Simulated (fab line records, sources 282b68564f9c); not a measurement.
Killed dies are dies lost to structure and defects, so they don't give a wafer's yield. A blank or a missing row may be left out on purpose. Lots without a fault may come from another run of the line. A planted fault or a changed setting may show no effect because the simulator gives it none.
A struck lot beside a sound one | flow rit_cmos | 17 steps out of a route of 202
Sound: wafers L711.1, L711.2, L711.6. Struck: wafers L702.1, L702.3, L702.6. The cause comes at the end.
At each step with rows: each side's tool, then ch and its chambers, then its first start. Under that, the readings that differ: sound wafers | struck wafers | difference of the means | sigmas: that difference in standard deviations of wafers without a fault.
alike: readings whose means differ by less than 2 such deviations, and words and numbers that are the same on both sides. not compared: withheld readings, readings that some wafer has no value for, bounds like >300 that may hide the same value, and numbers for which the record gives no deviation and whose values overlap.
The two part at a step that has a row with sigmas, a row that says differs or no value, or rows on one side only. Numbers that don't overlap but have no deviation are shown without sigmas and don't part them. A reading that every wafer of one side lacks parts them only if that side has two wafers or more.

first, 2 steps without rows for these wafers: RIT_NRETRO_HARDBAKE_07 (time 120 s); RIT_NRETRO_IMPLANT_08.
RIT_NRETRO_STRIP_09: strips in O2, time 180 s.
  sound on plasma_asher-01 ch 0,1, day 5 10:48; struck on plasma_asher-02 ch 0,1, day 3 14:26
  alike: chamber_pressure_mTorr, drypump_motor_current_A
  not compared: rf_hours_counter_h
RIT_NRETRO_TW_MEAS_10:
  sound on film_metro-02, day 5 10:58; struck on film_metro-01, day 3 14:36
  reading   | sound          | struck         | difference | sigmas
  NRETRO_TW | 1045 1050 1046 | 1022 1029 1023 | -22        | -2
then, 6 steps without rows for these wafers: RIT_PRETRO_HMDS_00 (prime time 60 s); RIT_PRETRO_COAT_01 (resist thk 1300 nm); RIT_PRETRO_SOFTBAKE_02 (time 60 s); RIT_PRETRO_EXPOSE_03 (exposes mask M5, target cd 43700 nm); RIT_PRETRO_PEB_04; RIT_PRETRO_DEVELOP_05 (develop time 68 s).
RIT_PRETRO_OVL_MEAS_06:
  sound on overlay-01, day 5 12:02; struck on overlay-02, day 3 15:40
  alike: PRETRO_OVL
then, 1 step without rows for these wafers: RIT_PRETRO_HARDBAKE_07 (time 120 s).
RIT_PRETRO_IMPLANT_08:
  sound on implanter-02 ch 0, day 5 12:19; struck on implanter-01 ch 0, day 3 15:58
  reading            | sound             | struck            | difference | sigmas
  tilt_deg (degrees) | 7.000 6.990 7.039 | 1.930 1.930 1.915 | -5.085     | -99 or more
  alike: beam_on_s
RIT_PRETRO_STRIP_09: strips in O2, time 180 s.
  sound on plasma_asher-01 ch 0,1, day 5 12:28; struck on plasma_asher-02 ch 0, day 3 16:07
  alike: chamber_pressure_mTorr, drypump_motor_current_A
  not compared: rf_hours_counter_h
RIT_PRETRO_TW_MEAS_10:
  sound on film_metro-04, day 5 12:39; struck on film_metro-02, day 3 16:31
  reading   | sound       | struck      | difference | sigmas
  PRETRO_TW | 483 482 481 | 450 451 453 | -31        | -5
  not compared: hold
then, 1 step without rows for these wafers: RIT_GATE_WET_ETCH_00 (etches SiO2 in BOE, target depth 56 nm, time 60 s).
RIT_M1_PROBE_99:
  sound on prober-01, day 6 14:38; struck on prober-01, day 4 21:32
  reading            | sound | struck | difference | sigmas
  killed_at_M0_to_M3 | 0 0 0 | 1 0 0  | +0         | +2
  alike: killed_at_contacts, killed_at_front_end, killed_dies, killed_open, killed_short

WHERE THEY PART
First at RIT_NRETRO_TW_MEAS_10; last, within this record, at RIT_M1_PROBE_99.

WHY: what the simulator had put in
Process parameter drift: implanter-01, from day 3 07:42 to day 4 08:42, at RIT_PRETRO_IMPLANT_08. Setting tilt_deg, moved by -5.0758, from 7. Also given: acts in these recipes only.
